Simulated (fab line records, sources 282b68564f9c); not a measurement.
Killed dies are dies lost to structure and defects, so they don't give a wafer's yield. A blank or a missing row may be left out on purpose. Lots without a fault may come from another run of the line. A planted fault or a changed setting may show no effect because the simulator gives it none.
Which tool did it? | flow rit_cmos | 6 lots, 18 wafers sampled, at 3 steps of a route of 202

WHAT THE GAUGES READ, wafer by wafer
RIT_GATE_THK_MEAS_09.
lot  | measured    | on            | GATE_POLY_THK (nm)
L292 | day 2 16:31 | film_metro-03 | 248.5 250.0 248.6
L296 | day 3 13:26 | film_metro-04 | 249.3 251.4 250.8
L298 | day 4 04:35 | film_metro-03 | 251.5 249.7 249.9
L301 | day 4 16:41 | film_metro-03 | 249.2 249.1 248.6
L304 | day 5 05:07 | film_metro-03 | 243.8 247.5 246.7
L312 | day 6 21:40 | film_metro-03 | 265.7 268.6 266.4

WHICH TOOL RAN EACH LOT (tool, then ch and the chambers of the sampled wafers, then the start)
lot  | RIT_ACTIVE_STRIP_14                 | RIT_GATE_CVD_08
L292 | plasma_asher-04 ch 0,1, day 1 20:44 | lpcvd-02 ch 1, day 2 14:53
L296 | plasma_asher-04 ch 0,1, day 2 15:50 | lpcvd-01 ch 0, day 3 11:00
L298 | plasma_asher-02 ch 0, day 3 02:01   | lpcvd-02 ch 1, day 4 02:58
L301 | plasma_asher-03 ch 0,1, day 3 16:55 | lpcvd-02 ch 0, day 4 15:04
L304 | plasma_asher-04 ch 0,1, day 4 08:49 | lpcvd-01 ch 0, day 5 03:29
L312 | plasma_asher-04 ch 0,1, day 5 23:50 | lpcvd-02 ch 0, day 6 19:14
- RIT_ACTIVE_STRIP_14: strips in O2, time 180 s.
- RIT_GATE_CVD_08: deposits poly-Si from SiH4, target thk 250 nm, time 2220 s.

THE ANSWER, worked out from the rows above alone
Rule: what is usual is taken from the lots themselves. Put in order of their means at a reading, lots are off if they are a third of the lots or fewer, leave a main group of 4 or more, and stand apart from it by a gap of 3 or more times the standard deviation of the main group's means; of several such gaps the widest counts. A main group whose means are all the same, to the digits that the tables above print for the reading, isn't used. A lot without any number at a reading at which 4 lots or more have one is off too. The other lots that the step has rows for count as sound.
Off: L312, at RIT_GATE_THK_MEAS_09 (GATE_POLY_THK). The main group: mean 249.0 nm, standard deviation 1.6.
A tool fits if, at a process step before that reading, it ran every lot that is off, and no sound lot after the first of them. The gauges at RIT_GATE_THK_MEAS_09 are tried like those tools. Can't be told from this: 3 tools fit, plasma_asher-04 at RIT_ACTIVE_STRIP_14, lpcvd-02 at RIT_GATE_CVD_08, film_metro-03 at RIT_GATE_THK_MEAS_09.

WHAT THE SIMULATOR HAD PUT IN
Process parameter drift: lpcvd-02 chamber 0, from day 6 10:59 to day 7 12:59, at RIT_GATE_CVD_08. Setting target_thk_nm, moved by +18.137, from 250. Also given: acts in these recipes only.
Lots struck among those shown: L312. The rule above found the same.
